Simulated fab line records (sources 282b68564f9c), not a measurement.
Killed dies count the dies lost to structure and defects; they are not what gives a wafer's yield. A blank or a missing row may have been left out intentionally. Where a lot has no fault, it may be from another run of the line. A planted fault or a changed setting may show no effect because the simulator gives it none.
Which of the tools did it?	flow rit-cmos	42 wafers from 14 lots sampled at 4 of the route's 202 steps

WHAT EACH GAUGE READ, for each wafer
RIT_NLDD_OVL_MEAS_06.
lot	measured	on	NLDD_OVL (nm)
L467	day 2 23:16	overlay-02	-0.5 0.3 -0.4
L468	day 3 07:49	overlay-02	0.3 1.6 0.3
L471	day 3 19:12	overlay-02	-0.2 0.8 0.9
L472	day 4 00:04	overlay-02	-2.3 -2.0 -0.9
L473	day 4 09:25	overlay-01	-2.3 0.5 -1.4
L474	day 4 11:08	overlay-02	-0.5 -1.4 1.0
L475	day 4 14:40	overlay-02	-1.8 -1.8 -1.6
L476	day 4 20:05	overlay-02	1.6 1.1 1.7
L477	day 5 02:13	overlay-02	-1.3 -1.8 -2.6
L484	day 6 16:35	overlay-02	-0.1 -1.1 -0.5
L486	day 7 00:47	overlay-02	0.3 0.1 0.4
L487	day 7 03:19	overlay-02	1.5 1.4 1.5
L488	day 7 07:25	overlay-01	0.9 -0.1 -1.2
L489	day 7 13:33	overlay-02	-1.0 0.5 0.3

RIT_NSD_TW_MEAS_10.
lot	measured	on	NSD_TW
L467	day 3 05:45	film-metro-02	3155 3146 3176
L468	day 3 13:52	film-metro-03	3147 3137 3138
L471	day 4 01:14	film-metro-03	3140 3141 3124
L472	day 4 07:34	film-metro-04	3203 3160 3176
L473	day 4 15:46	film-metro-04	3198 3175 3181
L474	day 4 17:32	film-metro-03	3130 3132 3146
L475	day 4 21:27	film-metro-04	3154 3183 3180
L476	day 5 02:18	film-metro-03	3182 3174 3177
L477	day 5 08:22	film-metro-02	3186 3157 3175
L484	day 6 22:42	film-metro-02	3173 3179 3164
L486	day 7 08:14	film-metro-02	3160 3164 3175
L487	day 7 11:07	film-metro-02	3166 3149 3173
L488	day 7 14:30	film-metro-03	3165 3170 3152
L489	day 7 20:25	film-metro-03	3176 3179 3160

RIT_CONTACT_CD_MEAS_08: target cd 1000 nm.
lot	measured	on	cd-nm (nm)
L467	day 3 10:15	cd-sem-01	1001.7 1002.7 1003.9
L468	day 3 17:52	cd-sem-01	998.2 1000.7 999.6
L471	day 4 05:20	cd-sem-01	1000.6 1001.6 1000.3
L472	day 4 11:47	cd-sem-01	996.2 999.2 999.7
L473	day 4 20:29	cd-sem-01	999.7 999.9 998.0
L474	day 4 21:46	cd-sem-01	998.0 998.9 999.1
L475	day 5 02:01	cd-sem-01	1003.0 1002.1 1002.7
L476	day 5 06:35	cd-sem-01	997.5 999.3 995.9
L477	day 5 12:31	cd-sem-01	1000.5 1001.7 1000.6
L484	day 7 03:07	cd-sem-02	1002.2 1001.2 1002.1
L486	day 7 12:42	cd-sem-01	1002.3 1000.1 1001.7
L487	day 7 15:26	cd-sem-01	1000.3 999.1 1000.5
L488	day 7 18:43	cd-sem-01	999.2 998.6 1000.4
L489	day 8 00:38	cd-sem-01	1002.2 1001.4 1001.2

EACH LOT AND THE TOOL THAT RAN IT (in order: tool; ch and the chambers of the sampled wafers; start)
lot	RIT_SDANNEAL_CLEAN_00
L467	wet-bench-04 ch 0, day 3 07:14
L468	wet-bench-01 ch 0, day 3 15:21
L471	wet-bench-02 ch 1, day 4 02:50
L472	wet-bench-02 ch 2, day 4 09:06
L473	wet-bench-04 ch 3, day 4 17:23
L474	wet-bench-02 ch 2, day 4 19:00
L475	wet-bench-01 ch 2, day 4 23:04
L476	wet-bench-01 ch 2, day 5 03:47
L477	wet-bench-02 ch 1, day 5 09:52
L484	wet-bench-01 ch 0, day 7 00:18
L486	wet-bench-04 ch 2, day 7 09:43
L487	wet-bench-01 ch 0, day 7 12:41
L488	wet-bench-02 ch 2, day 7 15:58
L489	wet-bench-04 ch 1, day 7 21:56
- RIT_SDANNEAL_CLEAN_00: cleans in SC1, time 600 s.

AS READ BY THE TOOLS THEMSELVES (means over the sampled wafers that have a number; for cases with no such wafer, the mark the record gives instead)
RIT_SDANNEAL_CLEAN_00.
lot	tool	run-length-s (s)
L467	wet-bench-04	635
L468	wet-bench-01	626
L471	wet-bench-02	624
L472	wet-bench-02	627
L473	wet-bench-04	633
L474	wet-bench-02	566
L475	wet-bench-01	625
L476	wet-bench-01	625
L477	wet-bench-02	565
L484	wet-bench-01	626
L486	wet-bench-04	632
L487	wet-bench-01	627
L488	wet-bench-02	626
L489	wet-bench-04	632

THE ANSWER, worked out from the rows above alone
Rule: the usual values come from the lots themselves. The widest of any qualifying gaps counts: lots, ordered by their means at a reading, are off when they make up no more than a third of the lots, leave a main group of 4 or more, and stand apart from it by 3 or more times the standard deviation of that group's means. If all means in a main group match to the digits the tables above print for the reading, that group is not used. A lot without any number at a reading at which 4 lots or more have one is off too. Any other lot the step has rows for is counted as sound. First the gauges in route order, then the tools' own readings, where a lot's mean is used as printed above. At the first step where some lot is off, the reading lying furthest off is the one used; lots without a number count as furthest.
Off: L474, L477 (RIT_SDANNEAL_CLEAN_00, run-length-s). Mean 628 s and standard deviation 3.6 in the main group.
A tool fits if, at that step or a process step before it, it ran every lot that is off, and no sound lot after the first of them. No candidate that was tried fits.

WHAT THE SIMULATOR PUT IN
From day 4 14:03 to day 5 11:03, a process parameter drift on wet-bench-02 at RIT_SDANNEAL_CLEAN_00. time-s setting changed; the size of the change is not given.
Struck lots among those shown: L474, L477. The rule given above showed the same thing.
